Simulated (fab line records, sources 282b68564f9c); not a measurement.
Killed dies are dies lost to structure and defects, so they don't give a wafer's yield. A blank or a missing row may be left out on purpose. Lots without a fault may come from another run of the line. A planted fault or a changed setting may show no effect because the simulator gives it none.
One fault seen from 2 desks | flow rit_cmos | each desk has only its own numbers; what lay behind them comes last

THE TOOL OWNER'S DESK: pecvd-04
The tool's own readings at RIT_CONTACT_CVD_00 (deposits SiO2 from TEOS, target thk 400 nm, time 61 s): means of the sampled wafers that have a number, for each lot that ran on this tool. A lot is out of limits, marked OUT, if its mean lies more than 4 standard deviations from the usual mean; the brackets give that distance.
Columns: A = heater_power_w at RIT_CONTACT_CVD_00, usual 330 W
lot  | first seen here | A
L681 | day 3 14:33     | 324
L684 | day 4 07:38     | 352
L690 | day 5 05:26     | 271
L693 | day 5 21:12     | 287
This desk's finding: nothing out of limits on any of the 4 lots.

THE METROLOGY DESK
What the gauges read, lot by lot, whatever tool the lot ran on: means of the sampled wafers that have a number. A lot is out of limits, marked OUT, if its mean lies more than 4 standard deviations from the usual mean; the brackets give that distance.
Columns: A = GATE_POLY_THK at RIT_GATE_THK_MEAS_09, usual 250.4 nm; B = CONTACT_TEOS_THK at RIT_CONTACT_THK_MEAS_01, usual 402 nm
lot  | first seen here | A     | B
L680 | day 2 17:26     | 248.1 | 402
L681 | day 2 22:35     | 250.1 | 394
L683 | day 3 10:23     | 248.3 | 400
L684 | day 3 16:30     | 251.3 | 396
L690 | day 4 13:56     | 251.6 | 379
L693 | day 5 06:28     | 251.2 | 382
L694 | day 5 09:03     | 255.7 | 400
L695 | day 5 15:54     | 253.7 | 407
L697 | day 6 02:07     | 250.6 | 412
L698 | day 6 06:25     | 248.5 | 402
L700 | day 6 15:38     | 253.3 | 412
L701 | day 6 19:35     | 245.8 | 395
L703 | day 7 06:09     | 252.3 | 404
This desk's finding: nothing out of limits on any of the 13 lots.

PUT TOGETHER
The tool owner's desk saw nothing out of limits.
The metrology desk saw nothing out of limits.

WHAT THE SIMULATOR HAD PUT IN
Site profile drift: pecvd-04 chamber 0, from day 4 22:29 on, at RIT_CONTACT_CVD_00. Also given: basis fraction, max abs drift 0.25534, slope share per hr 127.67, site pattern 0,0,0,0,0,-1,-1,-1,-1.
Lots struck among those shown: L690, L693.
